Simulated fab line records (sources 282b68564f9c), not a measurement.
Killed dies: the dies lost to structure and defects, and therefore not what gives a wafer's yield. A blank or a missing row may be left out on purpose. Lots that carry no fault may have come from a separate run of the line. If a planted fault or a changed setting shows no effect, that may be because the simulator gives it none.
What tool caused it? || flow rit-cmos || Sampling: 15 lots, 45 wafers, 5 of 202 route steps

WHAT THE GAUGES READ, wafer by wafer
RIT_NRETRO_OVL_MEAS_06.
{"lot": "L239", "measured": "day 2 05:05", "on": "overlay-01", "NRETRO_OVL (nm)": "1.2 3.2 0.7"}
{"lot": "L240", "measured": "day 2 10:36", "on": "overlay-01", "NRETRO_OVL (nm)": "-0.9 -0.4 2.1"}
{"lot": "L243", "measured": "day 3 01:17", "on": "overlay-02", "NRETRO_OVL (nm)": "0.6 2.0 3.1"}
{"lot": "L244", "measured": "day 3 06:05", "on": "overlay-02", "NRETRO_OVL (nm)": "0.4 0.2 0.9"}
{"lot": "L245", "measured": "day 3 11:10", "on": "overlay-02", "NRETRO_OVL (nm)": "-0.1 0.1 1.4"}
{"lot": "L246", "measured": "day 3 16:31", "on": "overlay-01", "NRETRO_OVL (nm)": "0.9 2.5 0.6"}
{"lot": "L247", "measured": "day 3 21:20", "on": "overlay-02", "NRETRO_OVL (nm)": "0.3 0.9 1.4"}
{"lot": "L251", "measured": "day 4 19:03", "on": "overlay-01", "NRETRO_OVL (nm)": "3.1 1.0 1.3"}
{"lot": "L256", "measured": "day 5 23:07", "on": "overlay-02", "NRETRO_OVL (nm)": "1.3 1.0 1.3"}
{"lot": "L257", "measured": "day 6 05:38", "on": "overlay-01", "NRETRO_OVL (nm)": "0.1 2.3 0.4"}
{"lot": "L258", "measured": "day 6 10:19", "on": "overlay-01", "NRETRO_OVL (nm)": "1.3 1.5 0.6"}
{"lot": "L259", "measured": "day 6 14:54", "on": "overlay-01", "NRETRO_OVL (nm)": "0.3 0.5 1.5"}
{"lot": "L260", "measured": "day 6 17:56", "on": "overlay-01", "NRETRO_OVL (nm)": "2.2 1.4 1.8"}
{"lot": "L261", "measured": "day 6 23:24", "on": "overlay-02", "NRETRO_OVL (nm)": "2.9 2.9 3.2"}
{"lot": "L262", "measured": "day 7 05:36", "on": "overlay-02", "NRETRO_OVL (nm)": "2.0 0.8 3.6"}

RIT_PSD_TW_MEAS_10.
{"lot": "L239", "measured": "day 3 00:10", "on": "film-metro-02", "PSD_TW": "3443 3449 3435"}
{"lot": "L240", "measured": "day 3 05:47", "on": "film-metro-04", "PSD_TW": "3463 3472 3482"}
{"lot": "L243", "measured": "day 3 20:51", "on": "film-metro-02", "PSD_TW": "3598 3581 3614"}
{"lot": "L244", "measured": "day 4 01:21", "on": "film-metro-01", "PSD_TW": "3496 3474 3496"}
{"lot": "L245", "measured": "day 4 07:38", "on": "film-metro-04", "PSD_TW": "3485 3486 3483"}
{"lot": "L246", "measured": "day 4 13:11", "on": "film-metro-01", "PSD_TW": "3634 3634 3648"}
{"lot": "L247", "measured": "day 4 18:15", "on": "film-metro-01", "PSD_TW": "3486 3481 3486"}
{"lot": "L251", "measured": "day 5 15:45", "on": "film-metro-01", "PSD_TW": "3642 3624 3639"}
{"lot": "L256", "measured": "day 6 20:11", "on": "film-metro-01", "PSD_TW": "3503 3482 3484"}
{"lot": "L257", "measured": "day 7 06:40", "on": "film-metro-01", "PSD_TW": "3525 3504 3515"}
{"lot": "L258", "measured": "day 7 10:37", "on": "film-metro-02", "PSD_TW": "3434 3442 3443"}
{"lot": "L259", "measured": "day 7 12:14", "on": "film-metro-04", "PSD_TW": "3461 3465 3487"}
{"lot": "L260", "measured": "day 7 17:23", "on": "film-metro-04", "PSD_TW": "3474 3462 3463"}
{"lot": "L261", "measured": "day 7 22:01", "on": "film-metro-04", "PSD_TW": "3454 3461 3472"}
{"lot": "L262", "measured": "day 8 02:05", "on": "film-metro-02", "PSD_TW": "3429 3413 3422"}

RIT_SDANNEAL_RS_MEAS_04: uses a four-point probe to measure.
{"lot": "L239", "measured": "day 3 00:40", "on": "film-metro-04", "PSD_RS (ohm/sq)": "115.58 115.31 115.31"}
{"lot": "L240", "measured": "day 3 06:18", "on": "film-metro-04", "PSD_RS (ohm/sq)": "115.41 115.59 115.48"}
{"lot": "L243", "measured": "day 3 21:21", "on": "film-metro-01", "PSD_RS (ohm/sq)": "107.36 107.73 107.70"}
{"lot": "L244", "measured": "day 4 01:52", "on": "film-metro-01", "PSD_RS (ohm/sq)": "116.14 116.12 116.10"}
{"lot": "L245", "measured": "day 4 08:09", "on": "film-metro-04", "PSD_RS (ohm/sq)": "115.50 115.31 115.37"}
{"lot": "L246", "measured": "day 4 13:41", "on": "film-metro-01", "PSD_RS (ohm/sq)": "107.52 107.19 107.29"}
{"lot": "L247", "measured": "day 4 18:44", "on": "film-metro-02", "PSD_RS (ohm/sq)": "116.14 116.43 116.31"}
{"lot": "L251", "measured": "day 5 16:43", "on": "film-metro-01", "PSD_RS (ohm/sq)": "107.79 107.65 107.88"}
{"lot": "L256", "measured": "day 6 20:41", "on": "film-metro-02", "PSD_RS (ohm/sq)": "115.83 115.31 116.07"}
{"lot": "L257", "measured": "day 7 07:09", "on": "film-metro-01", "PSD_RS (ohm/sq)": "115.90 115.78 115.93"}
{"lot": "L258", "measured": "day 7 11:07", "on": "film-metro-01", "PSD_RS (ohm/sq)": "116.17 116.09 115.95"}
{"lot": "L259", "measured": "day 7 12:44", "on": "film-metro-02", "PSD_RS (ohm/sq)": "115.54 115.98 115.91"}
{"lot": "L260", "measured": "day 7 17:54", "on": "film-metro-04", "PSD_RS (ohm/sq)": "115.62 115.80 115.59"}
{"lot": "L261", "measured": "day 7 22:31", "on": "film-metro-01", "PSD_RS (ohm/sq)": "116.00 116.26 115.81"}
{"lot": "L262", "measured": "day 8 02:35", "on": "film-metro-01", "PSD_RS (ohm/sq)": "116.20 116.07 115.88"}

WHICH TOOL RAN EACH LOT (tool, then ch and the chambers of the sampled wafers, then the start)
{"lot": "L239", "RIT_NRETRO_STRIP_09": "plasma-asher-03 ch 0,1, day 2 05:31", "RIT_PSD_IMPLANT_08": "implanter-02 ch 0, day 2 23:52"}
{"lot": "L240", "RIT_NRETRO_STRIP_09": "plasma-asher-04 ch 1, day 2 11:02", "RIT_PSD_IMPLANT_08": "implanter-02 ch 0, day 3 05:29"}
{"lot": "L243", "RIT_NRETRO_STRIP_09": "plasma-asher-04 ch 0,1, day 3 01:44", "RIT_PSD_IMPLANT_08": "implanter-03 ch 0, day 3 20:13"}
{"lot": "L244", "RIT_NRETRO_STRIP_09": "plasma-asher-01 ch 0,1, day 3 06:31", "RIT_PSD_IMPLANT_08": "implanter-04 ch 0, day 4 01:01"}
{"lot": "L245", "RIT_NRETRO_STRIP_09": "plasma-asher-01 ch 0,1, day 3 11:36", "RIT_PSD_IMPLANT_08": "implanter-03 ch 0, day 4 07:19"}
{"lot": "L246", "RIT_NRETRO_STRIP_09": "plasma-asher-01 ch 0,1, day 3 17:00", "RIT_PSD_IMPLANT_08": "implanter-03 ch 0, day 4 12:35"}
{"lot": "L247", "RIT_NRETRO_STRIP_09": "plasma-asher-04 ch 0,1, day 3 21:46", "RIT_PSD_IMPLANT_08": "implanter-03 ch 0, day 4 17:56"}
{"lot": "L251", "RIT_NRETRO_STRIP_09": "plasma-asher-01 ch 0,1, day 4 19:29", "RIT_PSD_IMPLANT_08": "implanter-04 ch 0, day 5 15:08"}
{"lot": "L256", "RIT_NRETRO_STRIP_09": "plasma-asher-01 ch 0,1, day 5 23:37", "RIT_PSD_IMPLANT_08": "implanter-02 ch 0, day 6 19:53"}
{"lot": "L257", "RIT_NRETRO_STRIP_09": "plasma-asher-04 ch 0,1, day 6 06:04", "RIT_PSD_IMPLANT_08": "implanter-03 ch 0, day 7 06:20"}
{"lot": "L258", "RIT_NRETRO_STRIP_09": "plasma-asher-03 ch 1, day 6 10:46", "RIT_PSD_IMPLANT_08": "implanter-04 ch 0, day 7 10:08"}
{"lot": "L259", "RIT_NRETRO_STRIP_09": "plasma-asher-04 ch 0,1, day 6 15:23", "RIT_PSD_IMPLANT_08": "implanter-02 ch 0, day 7 11:57"}
{"lot": "L260", "RIT_NRETRO_STRIP_09": "plasma-asher-03 ch 0,1, day 6 18:23", "RIT_PSD_IMPLANT_08": "implanter-03 ch 0, day 7 17:04"}
{"lot": "L261", "RIT_NRETRO_STRIP_09": "plasma-asher-04 ch 0,1, day 6 23:50", "RIT_PSD_IMPLANT_08": "implanter-03 ch 0, day 7 21:42"}
{"lot": "L262", "RIT_NRETRO_STRIP_09": "plasma-asher-04 ch 0,1, day 7 06:05", "RIT_PSD_IMPLANT_08": "implanter-02 ch 0, day 8 01:47"}
- RIT_NRETRO_STRIP_09: strips in O2, time 180 s.
- RIT_PSD_IMPLANT_08

AS READ BY THE TOOLS THEMSELVES (means over the sampled wafers that have a number; for cases with no such wafer, the mark the record gives instead)
RIT_NRETRO_STRIP_09.
{"lot": "L239", "tool": "plasma-asher-03", "drypump-motor-current-A (A)": 5.9}
{"lot": "L240", "tool": "plasma-asher-04", "drypump-motor-current-A (A)": 4.9}
{"lot": "L243", "tool": "plasma-asher-04", "drypump-motor-current-A (A)": 5.0}
{"lot": "L244", "tool": "plasma-asher-01", "drypump-motor-current-A (A)": 5.5}
{"lot": "L245", "tool": "plasma-asher-01", "drypump-motor-current-A (A)": 5.5}
{"lot": "L246", "tool": "plasma-asher-01", "drypump-motor-current-A (A)": 5.5}
{"lot": "L247", "tool": "plasma-asher-04", "drypump-motor-current-A (A)": 4.9}
{"lot": "L251", "tool": "plasma-asher-01", "drypump-motor-current-A (A)": 5.5}
{"lot": "L256", "tool": "plasma-asher-01", "drypump-motor-current-A (A)": 5.5}
{"lot": "L257", "tool": "plasma-asher-04", "drypump-motor-current-A (A)": 5.0}
{"lot": "L258", "tool": "plasma-asher-03", "drypump-motor-current-A (A)": 5.8}
{"lot": "L259", "tool": "plasma-asher-04", "drypump-motor-current-A (A)": 5.0}
{"lot": "L260", "tool": "plasma-asher-03", "drypump-motor-current-A (A)": 5.9}
{"lot": "L261", "tool": "plasma-asher-04", "drypump-motor-current-A (A)": 5.0}
{"lot": "L262", "tool": "plasma-asher-04", "drypump-motor-current-A (A)": 5.0}

RIT_PSD_IMPLANT_08.
{"lot": "L239", "tool": "implanter-02", "tilt-deg (degrees)": 6.996}
{"lot": "L240", "tool": "implanter-02", "tilt-deg (degrees)": 7.009}
{"lot": "L243", "tool": "implanter-03", "tilt-deg (degrees)": 6.990}
{"lot": "L244", "tool": "implanter-04", "tilt-deg (degrees)": 7.014}
{"lot": "L245", "tool": "implanter-03", "tilt-deg (degrees)": 7.023}
{"lot": "L246", "tool": "implanter-03", "tilt-deg (degrees)": 7.009}
{"lot": "L247", "tool": "implanter-03", "tilt-deg (degrees)": 6.996}
{"lot": "L251", "tool": "implanter-04", "tilt-deg (degrees)": 6.991}
{"lot": "L256", "tool": "implanter-02", "tilt-deg (degrees)": 6.997}
{"lot": "L257", "tool": "implanter-03", "tilt-deg (degrees)": 6.982}
{"lot": "L258", "tool": "implanter-04", "tilt-deg (degrees)": 6.973}
{"lot": "L259", "tool": "implanter-02", "tilt-deg (degrees)": 6.995}
{"lot": "L260", "tool": "implanter-03", "tilt-deg (degrees)": 6.985}
{"lot": "L261", "tool": "implanter-03", "tilt-deg (degrees)": 7.005}
{"lot": "L262", "tool": "implanter-02", "tilt-deg (degrees)": 6.988}

THE ANSWER, worked out from the rows above alone
Rule: the usual values come from the lots themselves. Put in order of their means at a reading, lots are off if they are a third of the lots or fewer, leave a main group of 4 or more, and stand apart from it by a gap of 3 or more times the standard deviation of the main group's means; of several such gaps the widest counts. If all means in a main group match to the digits the tables above print for the reading, that group is not used. Also off: a lot with no number at a reading for which 4 or more lots have one. The other lots that the step has rows for count as sound. The gauges are gone through in route order, then the tools' own readings, and for those a lot's mean is taken as printed above. The first step at which some lot is off is used, and at that step the reading that is off furthest; a lot without a number counts as furthest.
Off: L243, L246, L251, at RIT_PSD_TW_MEAS_10 (PSD_TW). For the main group the mean is 3470 and the standard deviation 25.
A tool fits if, at a process step before that reading, it ran every lot that is off, and no sound lot after the first of them. Those tools and the gauges at RIT_PSD_TW_MEAS_10 are tried in the same way. Of those tried, none fits.

WHAT HAD BEEN PUT IN BY THE SIMULATOR
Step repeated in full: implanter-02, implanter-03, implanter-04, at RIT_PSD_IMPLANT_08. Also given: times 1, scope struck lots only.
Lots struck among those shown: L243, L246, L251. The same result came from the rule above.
